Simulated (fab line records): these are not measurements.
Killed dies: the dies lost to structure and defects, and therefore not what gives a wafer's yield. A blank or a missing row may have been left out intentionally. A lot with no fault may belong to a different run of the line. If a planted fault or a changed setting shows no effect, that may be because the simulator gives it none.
A struck lot beside a sound one :: flow rit_cmos :: 44 out of 202 route steps
Sound: the wafers L761.2, L761.3, L761.4. Wafers L765.1, L765.2, L765.6 were the ones struck. Last of all comes the cause.
At each step with rows: each side's tool, then ch and its chambers, then its first start. Under that, the readings that differ: sound wafers :: struck wafers :: difference of the means :: sigmas: that difference in standard deviations of wafers without a fault.
alike: a reading whose means differ by less than 2 such deviations, as well as words and numbers matching on both sides. not compared: withheld readings; readings where some wafer has no value; bounds like >300 that might hide an equal value; numbers whose values overlap and for which the record gives no deviation.
A row with sigmas, a row that says differs or no value, or rows on one side alone: a step with any of these is where the two part. Non-overlapping numbers with no deviation appear without sigmas and do not part them. A reading that every wafer of one side lacks parts them only if that side has two wafers or more.

first, 4 steps without rows for these wafers: RIT_PSD_SOFTBAKE_02 (time 60 s); RIT_PSD_EXPOSE_03 (exposes mask M10, target cd 40900 nm); RIT_PSD_PEB_04; RIT_PSD_DEVELOP_05 (develop time 50 s).
RIT_PSD_OVL_MEAS_06:
  struck on overlay-01, day 5 03:37; sound on overlay-01, day 4 08:29
  alike: PSD_OVL
then, 2 steps without rows for these wafers: RIT_PSD_HARDBAKE_07 (time 60 s); RIT_PSD_IMPLANT_08.
RIT_PSD_STRIP_09: strips in O2, time 180 s.
  sound on plasma_asher-02 ch 0,1, day 4 08:49; struck on plasma_asher-01 ch 0,1, day 5 03:58
  alike: drypump_motor_current_A
  not compared: rf_hours_counter_h
RIT_PSD_TW_MEAS_10:
  struck on film_metro-03, day 5 04:08; sound on film_metro-03, day 4 09:01
  alike: PSD_TW
then, 3 steps without rows for these wafers: RIT_SDANNEAL_CLEAN_00 (cleans in SC1, time 600 s); RIT_SDANNEAL_CLEAN_01 (cleans in dHF, time 30 s); RIT_SDANNEAL_CLEAN_02 (cleans in SC2, time 600 s).
RIT_SDANNEAL_RTA_03: time 5 s.
  sound on rtp_anneal-02 ch 0, day 4 09:26; struck on rtp_anneal-02 ch 0, day 5 04:34
  alike: wafer_temp_C_max
RIT_SDANNEAL_RS_MEAS_04: measures by four-point-probe.
  struck on film_metro-02, day 5 04:38; sound on film_metro-01, day 4 09:30
reading: PSD_RS (ohm/sq)
sound: 115.40 115.62 115.65
struck: 112.99 112.65 113.13
difference: -2.63
sigmas: -9
RIT_SDANNEAL_RS_MEAS_05: measures by four-point-probe.
  struck on film_metro-02, day 5 04:45; sound on film_metro-01, day 4 09:37
  alike: NSD_RS
RIT_SDANNEAL_RS_MEAS_06: measures by four-point-probe.
  struck on film_metro-02, day 5 04:52; sound on film_metro-01, day 4 09:44
reading: PLDD_RS (ohm/sq)
sound: 178.3 178.2 178.1
struck: 175.7 175.5 175.8
difference: -2.5
sigmas: -6
RIT_SDANNEAL_RS_MEAS_07: measures by four-point-probe.
  struck on film_metro-02, day 5 04:59; sound on film_metro-01, day 4 09:52
  alike: NLDD_RS
then, 1 step without rows for these wafers: RIT_SILICIDE_WET_ETCH_00 (etches SiO2 in BOE, target depth 14 nm, time 15 s).
RIT_SILICIDE_SPUTTER_01: material Ti, target thk 30 nm, time 240 s.
  struck on pvd_sputter-01, day 5 05:08; sound on pvd_sputter-03, day 4 09:59
  alike: cathode_dc_power_W, throttle_valve_pct
RIT_SILICIDE_RS_MEAS_02: measures by four-point-probe.
  struck on film_metro-04, day 5 05:17; sound on film_metro-03, day 4 10:09
  alike: SILICIDE_TI_RS
RIT_SILICIDE_THK_MEAS_03: measures by xrf.
  struck on film_metro-04, day 5 05:24; sound on film_metro-03, day 4 10:16
  alike: SILICIDE_TI_THK
RIT_SILICIDE_RTA_04: time 10 s, ramp up 5 s, ramp down 5 s.
  sound on rtp_anneal-01 ch 0, day 4 10:19; struck on rtp_anneal-01 ch 0, day 5 05:28
  alike: wafer_temp_C_max
then, 2 steps without rows for these wafers: RIT_SILICIDE_WET_ETCH_05 (etches Ti in SPM, time 120 s); RIT_SILICIDE_RTA_06 (time 10 s, ramp up 5 s, ramp down 10 s).
RIT_CONTACT_CVD_00: deposits SiO2 from TEOS, target thk 400 nm, time 61 s.
  sound on pecvd-02 ch 0,1,2, day 4 10:29; struck on pecvd-03 ch 0,1, day 5 05:38
  alike: heater_power_w
RIT_CONTACT_THK_MEAS_01:
  struck on film_metro-04, day 5 05:41; sound on film_metro-01, day 4 10:32
  alike: CONTACT_TEOS_THK
then, 6 steps without rows for these wafers: RIT_CONTACT_HMDS_02 (prime time 60 s); RIT_CONTACT_COAT_03 (resist thk 1000 nm); RIT_CONTACT_SOFTBAKE_04 (time 60 s); RIT_CONTACT_EXPOSE_05 (exposes mask M11, target cd 1000 nm); RIT_CONTACT_PEB_06; RIT_CONTACT_DEVELOP_07 (develop time 120 s).
RIT_CONTACT_CD_MEAS_08 targets a cd of 1000 nm.
  struck on cd_sem-01, day 5 06:57; sound on cd_sem-01, day 4 12:01
  alike: cd_nm
RIT_CONTACT_OVL_MEAS_09:
  struck on overlay-01, day 5 07:04; sound on overlay-01, day 4 12:08
  alike: CONTACT_OVL
then, 3 steps without rows for these wafers: RIT_CONTACT_HARDBAKE_10 (time 60 s); RIT_CONTACT_ETCH_11 (etches SiO2 in CHF3/CF4/Ar, stops on TiSi2, target depth 480 nm, time 320 s); RIT_CONTACT_STRIP_12 (strips in O2, time 180 s).
RIT_CONTACT_CD_MEAS_90 targets a cd of 1000 nm.
  struck on cd_sem-02, day 5 07:37; sound on cd_sem-02, day 4 12:50
  alike: cd_nm
then, 2 steps without rows for these wafers: RIT_CONTACT_CLEAN_13 (cleans in SC1, time 600 s); RIT_CONTACT_CLEAN_14 (cleans in SC2, time 600 s).
RIT_M1_SPUTTER_00: material Al, target thk 400 nm, time 500 s.
  struck on pvd_sputter-02, day 5 08:07; sound on pvd_sputter-02, day 4 13:17
  alike: cathode_dc_power_W, throttle_valve_pct
RIT_M1_RS_MEAS_01: measures by four-point-probe.
  struck on film_metro-03, day 5 08:24; sound on film_metro-01, day 4 13:37
  alike: M1_AL_RS
RIT_M1_METAL_ETCH_12: etches Al in Cl2/BCl3, stops on SiO2, time 165 s, target depth 600 nm.
  sound on rie_metal-01 ch 0, day 4 15:16; struck on rie_metal-02 ch 0,1, day 5 10:00
reading: model.M1.cd_nm (nm)
sound: 2600 2598 2600
struck: 2606 2602 2604
difference: +5
sigmas: 
  alike: bcl3_flow_sccm, drypump_motor_current_A, oes_product_au, throttle_valve_pct
  not compared: rf_hours_counter_h
RIT_M1_PROBE_99:
  struck on prober-02, day 5 12:17; sound on prober-02, day 4 17:41
reading: killed_at_M0_to_M3
sound: 0 0 0
struck: 0 1 0
difference: +0
sigmas: +3

reading: model.etest.pmos_turned.drive_ua_um
sound: 201.4 197.2 202.9
struck: 218.9 218.1 214.7
difference: +16.7
sigmas: 

reading: model.etest.pmos_0p15.drive_ua_um
sound: 263.3 259.3 265.5
struck: 281.1 275.9 277.3
difference: +15.4
sigmas: 

reading: model.etest.m1.width_nm (nm)
sound: 2602 2599 2601
struck: 2607 2608 2607
difference: +7
sigmas: 

reading: model.etest.contact_nplus.end_ohm_um
sound: 41.65 41.66 41.46
struck: 44.26 45.36 43.45
difference: +2.77
sigmas: 

reading: model.etest.pmos_0p15.swing_mv_dec
sound: 83.7 83.61 84
struck: 84.43 84.55 84.19
difference: +0.62
sigmas: 

reading: model.etest.pmos_0p15.off_log10_a_um
sound: -10.29 -10.41 -10.43
struck: -9.743 -9.877 -9.886
difference: +0.541
sigmas: 

reading: model.etest.retro_edge_pmos.off_log10_a_um
sound: -10.23 -10.29 -10.27
struck: -9.579 -9.838 -9.813
difference: +0.520
sigmas: 

reading: model.etest.ring.quiet_log10_a (angstrom)
sound: -7.784 -7.941 -7.969
struck: -7.343 -7.517 -7.45
difference: +0.461
sigmas: 
  alike: killed_at_contacts, killed_at_front_end, killed_dies, killed_open, killed_short

## WHERE THEY PART
Last at RIT_M1_PROBE_99 as far as this record goes, first at RIT_SDANNEAL_RS_MEAS_04.

WHY: the cause the simulator had injected
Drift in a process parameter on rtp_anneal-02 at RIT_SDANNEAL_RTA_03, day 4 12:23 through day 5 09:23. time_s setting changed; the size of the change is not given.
